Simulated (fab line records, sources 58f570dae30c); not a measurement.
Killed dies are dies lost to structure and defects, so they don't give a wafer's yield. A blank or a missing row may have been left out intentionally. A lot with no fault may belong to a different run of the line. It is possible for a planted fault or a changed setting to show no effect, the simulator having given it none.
What tool caused it? | flow berkeley-cmos170 | 7 lots, 21 wafers sampled, at 2 steps of a route of 331

== WHAT THE GAUGES SHOWED, per wafer ==
UCB170_NLDD_TW_MEAS_11.
lot  | measured     | on            | NLDD_TW
L960 | day 6 14:20  | film-metro-04 | 2188 2190 2191
L962 | day 7 01:16  | film-metro-04 | 2196 2208 2189
L969 | day 8 00:41  | film-metro-01 | 2438 2452 2456
L974 | day 9 12:34  | film-metro-01 | 2228 2218 2225
L977 | day 9 16:16  | film-metro-04 | 2178 2187 2184
L980 | day 10 15:38 | film-metro-02 | 2230 2234 2232
L982 | day 11 04:01 | film-metro-04 | 2195 2201 2198

== EACH LOT AND THE TOOL THAT RAN IT (in order: tool; ch and the chambers of the sampled wafers; start) ==
lot  | UCB170_NLDD_IMPLANT_09
L960 | implanter-03 ch 0, day 6 14:05
L962 | implanter-02 ch 0, day 7 01:02
L969 | implanter-02 ch 0, day 8 00:26
L974 | implanter-04 ch 0, day 9 12:22
L977 | implanter-03 ch 0, day 9 16:01
L980 | implanter-03 ch 0, day 10 15:25
L982 | implanter-02 ch 0, day 11 03:46
- UCB170_NLDD_IMPLANT_09

== THE ANSWER, worked out from the rows above alone ==
Rule: what is usual is taken from the lots themselves. Put in order of their means at a reading, lots are off if they are a third of the lots or fewer, leave a main group of 4 or more, and stand apart from it by a gap of 3 or more times the standard deviation of the main group's means; of several such gaps the widest counts. The tables above print the reading to a certain number of digits; a main group whose means all agree to those digits is not used. Also off: a lot with no number at a reading for which 4 or more lots have one. Any other lot the step has rows for is counted as sound.
Off: at UCB170_NLDD_TW_MEAS_11 (NLDD_TW), L969. For the main group the mean is 2204 and the standard deviation 18.
If a tool, at a process step before that reading, ran all the lots that are off and no sound lot after the first of them, it fits. Gauges at UCB170_NLDD_TW_MEAS_11: tried the same way as those tools. Not one of the candidates tried fits.

== WHAT THE SIMULATOR HAD INSERTED ==
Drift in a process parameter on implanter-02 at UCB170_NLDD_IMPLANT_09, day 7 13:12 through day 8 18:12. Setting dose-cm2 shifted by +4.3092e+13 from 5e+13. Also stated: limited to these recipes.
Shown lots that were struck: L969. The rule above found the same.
